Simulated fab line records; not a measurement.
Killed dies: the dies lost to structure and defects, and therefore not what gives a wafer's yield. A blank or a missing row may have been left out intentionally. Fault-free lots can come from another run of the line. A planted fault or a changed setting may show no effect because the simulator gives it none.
Comparing a struck lot with a sound one + flow rit cmos + 15 steps out of a route of 202
Sound: these wafers, L246.2, L246.3, L246.6. Wafers L251.2, L251.3, L251.5 were the ones struck. At the end, the cause is stated.
Each step with rows lists, per side, the tool, then ch with its chambers, then its first start. Under that, the readings that differ: sound wafers + struck wafers + difference of the means + sigmas: that difference in standard deviations of wafers without a fault.
alike: readings whose means differ by less than 2 such deviations, and words and numbers that are the same on both sides. not compared: withheld readings, readings that some wafer has no value for, bounds like >300 that may hide the same value, and numbers for which the record gives no deviation and whose values overlap.
A row with sigmas, a row that says differs or no value, or rows on one side alone: a step with any of these is where the two part. When numbers do not overlap yet have no deviation, they are printed without sigmas and do not part them. Lack of a reading on every wafer of one side parts them only where that side has two or more wafers.

first, 4 steps without rows for these wafers: RIT_NWELL_SOFTBAKE_02 (time 60 s); RIT_NWELL_EXPOSE_03 (exposes mask M2, target cd 43900 nm); RIT_NWELL_PEB_04; RIT_NWELL_DEVELOP_05 (develop time 68 s).
RIT_NWELL_OVL_MEAS_06:
  sound on overlay-01, day 3 08:26; struck on overlay-02, day 4 10:11
  alike: NWELL_OVL
then, 2 steps without rows for these wafers: RIT_NWELL_HARDBAKE_07 (time 120 s); RIT_NWELL_IMPLANT_08.
RIT_NWELL_STRIP_09: strips in O2, time 180 s.
  sound on plasma asher-01 ch 1, day 3 08:52; struck on plasma asher-03 ch 0, day 4 10:37
  alike: chamber pressure mTorr, drypump motor current A
  not compared: rf hours counter h
RIT_NWELL_TW_MEAS_10:
  sound on film metro-01, day 3 09:04; struck on film metro-04, day 4 10:48
  alike: NWELL_TW
then, 3 steps without rows for these wafers: RIT_PWELL_HMDS_00 (prime time 60 s); RIT_PWELL_COAT_01 (resist thk 1300 nm); RIT_PWELL_SOFTBAKE_02 (time 60 s).
RIT_PWELL_EXPOSE_03: exposes mask M3, target cd 43700 nm.
  sound on iline stepper-01 ch 0, day 3 09:34; struck on iline stepper-02 ch 0, day 4 11:19
| reading                       | sound                      | struck            | difference | sigmas |
|-------------------------------|----------------------------|-------------------|------------|--------|
| model.PWELL.overlay x nm (nm) | -0.00977 -0.00977 -0.00977 | 2.353 2.353 2.353 | +2.363     |        |
  alike: mask, exposure dose mJ cm2, reticle temp C
next, for these wafers, 1 step has no rows: RIT_PWELL_PEB_04.
RIT_M1_PROBE_99:
  sound on prober-02, day 4 20:37; struck on prober-01, day 6 01:52
  alike: killed at front end, killed dies, killed open, killed short

## WHERE THEY PART
Nowhere in this record.

WHY: whatever the simulator had introduced
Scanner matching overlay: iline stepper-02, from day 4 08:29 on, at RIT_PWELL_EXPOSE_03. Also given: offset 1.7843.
